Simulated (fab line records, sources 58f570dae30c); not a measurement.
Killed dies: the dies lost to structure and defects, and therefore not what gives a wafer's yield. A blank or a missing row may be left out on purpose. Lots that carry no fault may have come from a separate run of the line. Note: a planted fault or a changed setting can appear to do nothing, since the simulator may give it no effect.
Which tool is to blame? + flow berkeley-cmos170 + 13 lots, 39 wafers sampled, at 6 steps of a route of 331

## WHAT THE GAUGES READ, wafer by wafer
UCB170_GATE_OVL_MEAS_13. Usual: for GATE_OVL the level is 2 nm and the standard deviation is 5.2.
| lot  | measured     | on         | GATE_OVL (nm) | flag |
|------|--------------|------------|---------------|------|
| L103 | day 6 14:50  | overlay-02 | 1 4 6         |      |
| L102 | day 6 15:04  | overlay-02 | 0 0 5         |      |
| L106 | day 7 18:23  | overlay-02 | 10 10 9       |      |
| L107 | day 7 18:37  | overlay-01 | 2 17 9        |      |
| L110 | day 8 16:56  | overlay-02 | 1 1 -4        |      |
| L108 | day 8 17:38  | overlay-01 | -5 -5 -11     |      |
| L112 | day 8 22:09  | overlay-01 | 3 3 2         |      |
| L113 | day 8 22:27  | overlay-02 | 8 10 4        |      |
| L114 | day 8 22:34  | overlay-01 | 8 3 2         |      |
| L115 | day 9 20:29  | overlay-01 | 2 0 2         |      |
| L117 | day 10 05:02 | overlay-01 | 11 6 10       |      |
| L124 | day 11 08:21 | overlay-01 | -4 7 -4       |      |
| L125 | day 11 08:38 | overlay-02 | 5 6 4         |      |

UCB170_PLDD_CD_MEAS_06: target cd 1200 nm. Usual: cd-nm 1200.2 nm, standard deviation 1.4.
| lot  | measured     | on        | cd-nm (nm)           | flag |
|------|--------------|-----------|----------------------|------|
| L103 | day 6 16:20  | cd-sem-02 | 1200.1 1199.2 1200.0 |      |
| L102 | day 6 16:43  | cd-sem-01 | 1200.9 1201.2 1200.5 |      |
| L106 | day 7 20:29  | cd-sem-01 | 1200.9 1202.1 1201.6 |      |
| L107 | day 7 20:52  | cd-sem-02 | 1198.4 1199.8 1199.3 |      |
| L110 | day 8 18:25  | cd-sem-02 | 1199.7 1199.8 1200.0 |      |
| L108 | day 8 19:46  | cd-sem-02 | 1201.3 1200.4 1200.7 |      |
| L112 | day 8 23:32  | cd-sem-01 | 1200.1 1200.6 1200.1 |      |
| L113 | day 9 00:00  | cd-sem-02 | 1199.1 1199.0 1198.1 |      |
| L114 | day 9 00:16  | cd-sem-02 | 1196.8 1199.0 1197.4 |      |
| L115 | day 10 00:27 | cd-sem-02 | 1198.0 1199.0 1199.2 |      |
| L117 | day 10 07:11 | cd-sem-02 | 1201.4 1203.0 1202.0 |      |
| L124 | day 11 12:07 | cd-sem-02 | 1200.3 1200.3 1199.7 |      |
| L125 | day 11 12:14 | cd-sem-01 | 1201.2 1201.1 1203.3 |      |

UCB170_PSD_CD_MEAS_06: target cd 1200 nm. Usual: cd-nm 1200.8 nm, standard deviation 1.5.
| lot  | measured     | on        | cd-nm (nm)           | flag |
|------|--------------|-----------|----------------------|------|
| L103 | day 7 03:59  | cd-sem-01 | 1200.4 1201.3 1201.3 |      |
| L102 | day 7 03:43  | cd-sem-01 | 1199.0 1197.8 1198.7 |      |
| L106 | day 8 08:29  | cd-sem-02 | 1201.9 1203.0 1202.6 |      |
| L107 | day 8 08:41  | cd-sem-02 | 1199.9 1200.9 1200.5 |      |
| L110 | day 9 04:47  | cd-sem-01 | 1203.9 1203.2 1202.4 |      |
| L108 | day 9 05:17  | cd-sem-01 | 1201.5 1202.0 1201.3 |      |
| L112 | day 9 08:47  | cd-sem-01 | 1200.9 1200.7 1200.6 |      |
| L113 | day 9 09:05  | cd-sem-02 | 1199.2 1199.7 1198.6 |      |
| L114 | day 9 09:20  | cd-sem-02 | - - -                | OFF  |
| L115 | day 10 11:13 | cd-sem-02 | 1199.8 1198.3 1198.4 |      |
| L117 | day 10 16:28 | cd-sem-01 | 1201.0 1200.8 1200.6 |      |
| L124 | day 11 21:53 | cd-sem-02 | 1202.1 1201.0 1203.5 |      |
| L125 | day 11 22:14 | cd-sem-01 | 1202.8 1201.1 1200.1 |      |

UCB170_PSD_TW_MEAS_10. Usual: for PSD_TW the level is 2306 and the standard deviation is 32.
| lot  | measured     | on            | PSD_TW         | flag |
|------|--------------|---------------|----------------|------|
| L103 | day 7 04:23  | film-metro-04 | 2287 2297 2288 |      |
| L102 | day 7 04:07  | film-metro-01 | 2339 2337 2343 |      |
| L106 | day 8 08:52  | film-metro-03 | 2283 2281 2270 |      |
| L107 | day 8 09:05  | film-metro-04 | 2303 2306 2291 |      |
| L110 | day 9 05:10  | film-metro-01 | 2321 2329 2316 |      |
| L108 | day 9 05:41  | film-metro-03 | 2272 2259 2268 |      |
| L112 | day 9 09:12  | film-metro-03 | 2275 2281 2262 |      |
| L113 | day 9 09:28  | film-metro-04 | 2301 2288 2305 |      |
| L114 | day 9 09:43  | film-metro-01 | 30 30 30       | OFF  |
| L115 | day 10 11:36 | film-metro-04 | 2281 2290 2287 |      |
| L117 | day 10 16:52 | film-metro-04 | 2276 2284 2278 |      |
| L124 | day 11 22:18 | film-metro-03 | 2285 2275 2276 |      |
| L125 | day 11 22:36 | film-metro-01 | 2344 2347 2338 |      |

## WHAT TOOL EACH LOT RAN ON (gives the tool, then ch and the chambers of the sampled wafers, and finally the start)
| lot  | UCB170_GATE_ETCH_15              | UCB170_PSD_EXPOSE_03              |
|------|----------------------------------|-----------------------------------|
| L103 | rie-si-02 ch 1,2,3, day 6 14:55  | krf-scanner-01 ch 0, day 7 03:01  |
| L102 | rie-si-01 ch 1,2,3, day 6 15:08  | krf-scanner-02 ch 0, day 7 02:42  |
| L106 | rie-si-02 ch 1,2,3, day 7 18:27  | krf-scanner-01 ch 0, day 8 08:05  |
| L107 | rie-si-01 ch 0,1, day 7 18:41    | krf-scanner-02 ch 0, day 8 08:17  |
| L110 | rie-si-02 ch 0,3, day 8 16:59    | krf-scanner-01 ch 0, day 9 03:46  |
| L108 | rie-si-01 ch 0,1, day 8 17:43    | krf-scanner-01 ch 0, day 9 04:17  |
| L112 | rie-si-02 ch 0,1,3, day 8 22:14  | krf-scanner-02 ch 0, day 9 08:24  |
| L113 | rie-si-01 ch 0,1,2, day 8 22:31  | krf-scanner-01 ch 0, day 9 08:41  |
| L114 | rie-si-02 ch 2,3, day 8 22:38    | krf-scanner-02 ch 0, day 9 08:56  |
| L115 | rie-si-02 ch 1,2, day 9 20:34    | krf-scanner-01 ch 0, day 10 10:27 |
| L117 | rie-si-01 ch 0,2,3, day 10 05:07 | krf-scanner-02 ch 0, day 10 16:02 |
| L124 | rie-si-02 ch 0,2,3, day 11 08:26 | krf-scanner-02 ch 0, day 11 21:05 |
| L125 | rie-si-01 ch 1,2,3, day 11 08:43 | krf-scanner-02 ch 0, day 11 21:41 |
- UCB170_GATE_ETCH_15: etches poly-Si in HBr/Cl2, stops on SiO2, time 56.3 s, target depth 278.2 nm.
- UCB170_PSD_EXPOSE_03: exposes mask PSELECT MOD, target cd 1200 nm.

## AS READ BY THE TOOLS THEMSELVES (means over the sampled wafers that have a number; for cases with no such wafer, the mark the record gives instead)
UCB170_GATE_ETCH_15. Usual: bias-w 150.0 W, standard deviation 0.41; drypump-motor-current-A 5.8 A, standard deviation 0.42; oes-product-au 0.830 a.u., standard deviation 0.0097; throttle-valve-pct 26.42 %, standard deviation 0.2.
| lot  | tool      | bias-w (W) | drypump-motor-current-A (A) | oes-product-au (a.u.) | throttle-valve-pct (%) | flag |
|------|-----------|------------|-----------------------------|-----------------------|------------------------|------|
| L103 | rie-si-02 | 150.1      | 5.7                         | 0.840                 | 26.35                  |      |
| L102 | rie-si-01 | 149.9      | 6.1                         | 0.833                 | 26.57                  |      |
| L106 | rie-si-02 | 149.9      | 5.7                         | 0.821                 | 26.35                  |      |
| L107 | rie-si-01 | 149.7      | 5.6                         | 0.827                 | 26.24                  |      |
| L110 | rie-si-02 | 150.2      | 5.7                         | 0.848                 | 26.58                  |      |
| L108 | rie-si-01 | 150.1      | 5.5                         | 0.822                 | 26.25                  |      |
| L112 | rie-si-02 | 150.2      | 5.7                         | 0.831                 | 26.46                  |      |
| L113 | rie-si-01 | 150.2      | 5.7                         | 0.830                 | 26.47                  |      |
| L114 | rie-si-02 | 150.2      | 5.8                         | 0.826                 | 26.48                  |      |
| L115 | rie-si-02 | 149.9      | 5.4                         | 0.825                 | 26.26                  |      |
| L117 | rie-si-01 | 149.7      | 5.9                         | 0.830                 | 26.44                  |      |
| L124 | rie-si-02 | 150.2      | 5.6                         | 0.836                 | 26.48                  |      |
| L125 | rie-si-01 | 150.3      | 6.1                         | 0.836                 | 26.54                  |      |

UCB170_PSD_EXPOSE_03. Usual: focus-offset-nm 0.1 nm, standard deviation 0.48; reticle-temp-C 23.00 C, standard deviation 0.095.
| lot  | tool           | focus-offset-nm (nm) | reticle-temp-C (C) | flag |
|------|----------------|----------------------|--------------------|------|
| L103 | krf-scanner-01 | -0.1                 | 23.15              |      |
| L102 | krf-scanner-02 | 0.1                  | 22.99              |      |
| L106 | krf-scanner-01 | -0.3                 | 23.00              |      |
| L107 | krf-scanner-02 | 0.2                  | 22.88              |      |
| L110 | krf-scanner-01 | 0.1                  | 23.06              |      |
| L108 | krf-scanner-01 | 0.2                  | 22.90              |      |
| L112 | krf-scanner-02 | 0.5                  | 22.92              |      |
| L113 | krf-scanner-01 | -0.3                 | 23.08              |      |
| L114 | krf-scanner-02 | -0.4                 | 22.94              |      |
| L115 | krf-scanner-01 | -0.3                 | 23.03              |      |
| L117 | krf-scanner-02 | 0.4                  | 22.97              |      |
| L124 | krf-scanner-02 | -0.1                 | 22.93              |      |
| L125 | krf-scanner-02 | 0.5                  | 23.08              |      |

## THE ANSWER, worked out from the rows above alone
Rule: a lot is off if the mean of its wafers that have a number lies more than 3 standard deviations from the usual mean. Also off: a lot with no number at a reading for which 4 or more lots have one. All remaining lots with rows at the step are treated as sound. Order of review: gauges by route order, followed by the tools' own readings, for which a lot's mean as printed above is used. The first step at which some lot is off is used, and at that step the reading that is off furthest; a lot without a number counts as furthest.
Off at UCB170_PSD_CD_MEAS_06 (cd-nm): L114. Without a number there: L114.
A tool fits if, at a process step before that reading, it ran every lot that is off, and no sound lot after the first of them. Not tried: the gauges at UCB170_PSD_CD_MEAS_06; whatever is off there is also off at UCB170_PSD_TW_MEAS_10, on other tools, and gauge error can't account for it. Of those tried, none fits.

## WHAT THE SIMULATOR HAD INSERTED
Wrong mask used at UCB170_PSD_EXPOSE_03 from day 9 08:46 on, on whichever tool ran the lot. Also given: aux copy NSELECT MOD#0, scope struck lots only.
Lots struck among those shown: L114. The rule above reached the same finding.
